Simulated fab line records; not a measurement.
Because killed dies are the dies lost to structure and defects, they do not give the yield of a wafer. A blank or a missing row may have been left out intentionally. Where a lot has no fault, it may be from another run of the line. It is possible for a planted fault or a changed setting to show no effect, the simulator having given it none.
2 desks looking at one fault / flow berkeley-cmos170 / every desk sees just its own numbers, and what lay behind them comes last

== METROLOGY DESK ==
Lot by lot, what the gauges showed, no matter which tool ran the lot: averages of those sampled wafers that carry a number. The brackets show how far a lot's mean lies from the usual mean; more than 4 standard deviations puts the lot out of limits, marked OUT.
Columns: A = cd-nm at UCB170_NLDD_CD_MEAS_06, usual 1200.1 nm
lot=L631; first seen here=day 6 04:55; A=1201.1
lot=L632; first seen here=day 6 15:46; A=1197.7
lot=L635; first seen here=day 7 01:37; A=1199.6
lot=L636; first seen here=day 7 07:16; A=1202.0
lot=L638; first seen here=day 7 07:34; A=1200.5
lot=L640; first seen here=day 7 23:52; A=1200.2
lot=L641; first seen here=day 8 08:38; A=1209.4 (+6.6) OUT
lot=L643; first seen here=day 8 22:32; A=1208.7 (+6.2) OUT
lot=L647; first seen here=day 9 05:05; A=1199.8
lot=L649; first seen here=day 10 01:00; A=1198.9
lot=L651; first seen here=day 10 01:15; A=1201.3
lot=L648; first seen here=day 10 03:11; A=1199.5
lot=L652; first seen here=day 10 08:08; A=1198.7
lot=L654; first seen here=day 10 15:27; A=1198.9
Finding of this desk: L641, L643 out of limits; the first was L641 at day 8 08:38, on cd-nm at UCB170_NLDD_CD_MEAS_06. L631, L632, L635, L636, L638, L640, L647, L649, L651, L648, L652, L654: within limits.

== THE TOOL OWNER'S DESK: litho-track-02 ==
The tool's own readings at UCB170_NLDD_SOFTBAKE_02 (time 60 s): means of the sampled wafers that have a number, for each lot that ran on this tool. The brackets show how far a lot's mean lies from the usual mean; more than 4 standard deviations puts the lot out of limits, marked OUT.
Columns: A = heater-power-total-W at UCB170_NLDD_SOFTBAKE_02, usual 56.79 W; B = plate-temp-C at UCB170_NLDD_SOFTBAKE_02, usual 129.98 C
lot=L635; first seen here=day 7 01:05; A=56.80; B=129.82
lot=L640; first seen here=day 7 23:02; A=56.80; B=129.95
lot=L641; first seen here=day 8 07:37; A=58.43 (+39) OUT; B=132.89 (+22) OUT
lot=L643; first seen here=day 8 21:52; A=58.46 (+40) OUT; B=132.99 (+23) OUT
Finding of this desk: L641, L643 out of limits; the first was L641 at day 8 07:37, on heater-power-total-W at UCB170_NLDD_SOFTBAKE_02. L635, L640: within limits.

== TAKEN TOGETHER ==
At day 8 07:37, on L641, L643, the tool owner's desk was in a position to raise an alarm.
An alarm was possible from the metrology desk at day 8 08:38, on L641, L643.
The lots listed all ran UCB170_NLDD_SOFTBAKE_02 on litho-track-02.

== WHAT THE SIMULATOR HAD PUT IN ==
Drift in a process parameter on litho-track-02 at UCB170_NLDD_SOFTBAKE_02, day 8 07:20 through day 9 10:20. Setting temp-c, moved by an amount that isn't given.
Lots struck among those shown: L641, L643.
Hours from the fault's start to each desk's first reading out of limits: the tool owner's desk, 0; the metrology desk, 1.
